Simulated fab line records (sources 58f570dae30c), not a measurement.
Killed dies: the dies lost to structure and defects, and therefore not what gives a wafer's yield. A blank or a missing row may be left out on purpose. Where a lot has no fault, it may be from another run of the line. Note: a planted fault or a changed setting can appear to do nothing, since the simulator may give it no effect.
Which tool did it? / flow berkeleyCmos170 / 12 lots, 36 wafers sampled, at 2 steps of a route of 331

== WHAT EACH GAUGE READ, for each wafer ==
UCB170_M1_CD_MEAS_09 targets a cd of 700 nm.
lot=L436; measured=day 7 23:15; on=cdSem-01; cdNm (nm)=699.8 699.2 699.3
lot=L438; measured=day 8 12:17; on=cdSem-02; cdNm (nm)=698.8 699.5 700.2
lot=L437; measured=day 8 13:35; on=cdSem-02; cdNm (nm)=701.8 701.6 700.7
lot=L440; measured=day 8 13:46; on=cdSem-01; cdNm (nm)=700.9 700.5 698.5
lot=L439; measured=day 8 15:31; on=cdSem-01; cdNm (nm)=699.1 702.1 700.0
lot=L442; measured=day 9 04:41; on=cdSem-02; cdNm (nm)=701.6 699.5 699.4
lot=L441; measured=day 9 05:14; on=cdSem-02; cdNm (nm)=702.2 701.2 699.5
lot=L451; measured=day 11 09:35; on=cdSem-02; cdNm (nm)=701.9 701.4 702.2
lot=L454; measured=day 11 14:38; on=cdSem-02; cdNm (nm)=699.6 699.6 700.8
lot=L455; measured=day 11 21:52; on=cdSem-01; cdNm (nm)=700.5 700.3 699.5
lot=L459; measured=day 12 16:14; on=cdSem-01; cdNm (nm)=700.3 699.5 702.2
lot=L458; measured=day 12 16:59; on=cdSem-01; cdNm (nm)=699.7 698.7 698.0

== EACH LOT AND THE TOOL THAT RAN IT (in order: tool; ch and the chambers of the sampled wafers; start) ==
lot=L436; UCB170_CONTACT_RTA_08=rtpAnneal-01 ch 0, day 7 19:55
lot=L438; UCB170_CONTACT_RTA_08=rtpAnneal-01 ch 0, day 8 09:02
lot=L437; UCB170_CONTACT_RTA_08=rtpAnneal-02 ch 0, day 8 09:22
lot=L440; UCB170_CONTACT_RTA_08=rtpAnneal-01 ch 0, day 8 09:22
lot=L439; UCB170_CONTACT_RTA_08=rtpAnneal-01 ch 0, day 8 11:11
lot=L442; UCB170_CONTACT_RTA_08=rtpAnneal-02 ch 0, day 9 01:40
lot=L441; UCB170_CONTACT_RTA_08=rtpAnneal-01 ch 0, day 9 02:17
lot=L451; UCB170_CONTACT_RTA_08=rtpAnneal-01 ch 0, day 11 04:39
lot=L454; UCB170_CONTACT_RTA_08=rtpAnneal-01 ch 0, day 11 11:08
lot=L455; UCB170_CONTACT_RTA_08=rtpAnneal-02 ch 0, day 11 18:24
lot=L459; UCB170_CONTACT_RTA_08=rtpAnneal-02 ch 0, day 12 13:18
lot=L458; UCB170_CONTACT_RTA_08=rtpAnneal-01 ch 0, day 12 13:47
- UCB170_CONTACT_RTA_08: time 10 s.

== AS READ BY THE TOOLS THEMSELVES (means over the sampled wafers that have a number; for cases with no such wafer, the mark the record gives instead) ==
UCB170_CONTACT_RTA_08.
lot=L436; tool=rtpAnneal-01; lampPowerPct (%)=21.889; wafer_temp_C_max=906.1
lot=L438; tool=rtpAnneal-01; lampPowerPct (%)=21.897; wafer_temp_C_max=907.5
lot=L437; tool=rtpAnneal-02; lampPowerPct (%)=21.854; wafer_temp_C_max=902.9
lot=L440; tool=rtpAnneal-01; lampPowerPct (%)=21.907; wafer_temp_C_max=906.4
lot=L439; tool=rtpAnneal-01; lampPowerPct (%)=21.911; wafer_temp_C_max=906.2
lot=L442; tool=rtpAnneal-02; lampPowerPct (%)=21.876; wafer_temp_C_max=903.2
lot=L441; tool=rtpAnneal-01; lampPowerPct (%)=21.909; wafer_temp_C_max=905.8
lot=L451; tool=rtpAnneal-01; lampPowerPct (%)=21.896; wafer_temp_C_max=907.6
lot=L454; tool=rtpAnneal-01; lampPowerPct (%)=21.923; wafer_temp_C_max=905.6
lot=L455; tool=rtpAnneal-02; lampPowerPct (%)=21.846; wafer_temp_C_max=902.9
lot=L459; tool=rtpAnneal-02; lampPowerPct (%)=21.890; wafer_temp_C_max=902.8
lot=L458; tool=rtpAnneal-01; lampPowerPct (%)=21.918; wafer_temp_C_max=904.9

== THE ANSWER, worked out from the rows above alone ==
Rule: what is usual is taken from the lots themselves. Put in order of their means at a reading, lots are off if they are a third of the lots or fewer, leave a main group of 4 or more, and stand apart from it by a gap of 3 or more times the standard deviation of the main group's means; of several such gaps the widest counts. A main group is skipped when, at the precision printed for the reading in the tables above, its means are all equal. A lot without any number at a reading at which 4 lots or more have one is off too. All remaining lots with rows at the step are treated as sound. The gauges are gone through in route order, then the tools' own readings, and for those a lot's mean is taken as printed above. The first step at which some lot is off is used, and at that step the reading that is off furthest; a lot without a number counts as furthest.
No lot is off at any reading shown: from this, nothing can be told.

== WHAT THE SIMULATOR HAD INSERTED ==
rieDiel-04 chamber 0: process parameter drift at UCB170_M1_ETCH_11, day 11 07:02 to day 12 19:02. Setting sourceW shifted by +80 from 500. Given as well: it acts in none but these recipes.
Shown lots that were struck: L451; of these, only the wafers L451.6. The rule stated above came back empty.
